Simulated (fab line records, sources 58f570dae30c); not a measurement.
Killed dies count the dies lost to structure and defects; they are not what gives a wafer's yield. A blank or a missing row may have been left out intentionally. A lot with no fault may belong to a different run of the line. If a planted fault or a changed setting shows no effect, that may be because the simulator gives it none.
Struck lot and sound lot, side by side | flow berkeley-cmos170 | 16 steps out of a route of 331
Sound: the wafers L138.1, L138.3, L138.4. Wafers L131.2, L131.5, L131.6 were the ones struck. Last of all comes the cause.
For every step that has rows: the tool of each side, followed by ch and its chambers, followed by its first start. Under that, the readings that differ: sound wafers | struck wafers | difference of the means | sigmas: that difference in standard deviations of wafers without a fault.
alike: words and numbers the same on both sides, and readings whose means are apart by under 2 such deviations; not compared: readings that were withheld, readings missing a value for some wafer, numbers with overlapping values and no deviation given by the record, and bounds like >300 which may hide the same value.
A row with sigmas, a row that says differs or no value, or rows on one side alone: a step with any of these is where the two part. When numbers do not overlap yet have no deviation, they are printed without sigmas and do not part them. A reading that every wafer of one side lacks parts them only if that side has two wafers or more.

first, 5 steps without rows for these wafers: UCB170_M1_COAT_04 (resist thk 900 nm); UCB170_M1_SOFTBAKE_05 (time 60 s); UCB170_M1_EXPOSE_06 (exposes mask METAL1, target cd 700 nm); UCB170_M1_PEB_07; UCB170_M1_DEVELOP_08 (develop time 45 s).
UCB170_M1_CD_MEAS_09 targets a cd of 700 nm.
  sound: cd-sem-02 at day 9 20:40; struck: cd-sem-01 at day 8 10:14
  alike: cd-nm
UCB170_M1_OVL_MEAS_10:
  sound: overlay-02 at day 9 20:47; struck: overlay-02 at day 8 10:20
  alike: M1_OVL
UCB170_M1_ETCH_11: etches BARC in N2/H2.
  sound on rie-diel-02 ch 0,1,2, day 9 20:49; struck on rie-diel-02 ch 0,1, day 8 10:22
  alike: drypump-motor-current-A, oes-product-au, throttle-valve-pct
UCB170_M1_METAL_ETCH_12: etches Al in Cl2/BCl3, stops on PSG, target depth 780 nm, time 130 s.
  sound on rie-metal-03 ch 0,1, day 9 20:52; struck on rie-metal-02 ch 0, day 8 10:27
  alike: drypump-motor-current-A, oes-product-au, throttle-valve-pct
  not compared: rf-hours-counter-h
UCB170_M1_STRIP_13: strips in O2.
  sound on plasma-asher-04 ch 0,1, day 9 21:00; struck on plasma-asher-03 ch 0,1, day 8 10:40
  alike: drypump-motor-current-A, oes-product-au
  not compared: rf-hours-counter-h
UCB170_M1_CD_MEAS_90 targets a cd of 700 nm.
  sound: cd-sem-01 at day 9 21:06; struck: cd-sem-01 at day 8 10:47
  alike: cd-nm
then, 1 step without rows for these wafers: UCB170_M1_ANNEAL_14 (time 1200 s).
UCB170_V1_CVD_00: deposits SiO2 from TEOS/O2, target thk 2000 nm, time 250 s.
  sound on pecvd-04 ch 0,1,2, day 10 03:03; struck on pecvd-01 ch 0,1,2, day 8 15:41
  alike: heater-power-w
UCB170_V1_THK_MEAS_01:
  sound: film-metro-03 at day 10 03:13; struck: film-metro-04 at day 8 15:51
  reading          | sound          | struck         | difference | sigmas
  V1_TEOS_THK (nm) | 2001 1977 2065 | 3990 4033 4024 | +2001      | +67
UCB170_V1_CMP_02: polishes SiO2.
  sound on cmp-01 ch 1,2,3, day 10 03:16; struck on cmp-01 ch 0,3, day 8 15:57
  alike: motor-current-A, platen-rpm
UCB170_M3_PROBE_99:
  the record has rows for the struck wafers here (prober-01, day 9 05:50) and none for the sound ones

== WHERE THEY PART ==
Earliest at UCB170_V1_THK_MEAS_01; latest, in this record, at UCB170_M3_PROBE_99.

WHY: what had been put in by the simulator
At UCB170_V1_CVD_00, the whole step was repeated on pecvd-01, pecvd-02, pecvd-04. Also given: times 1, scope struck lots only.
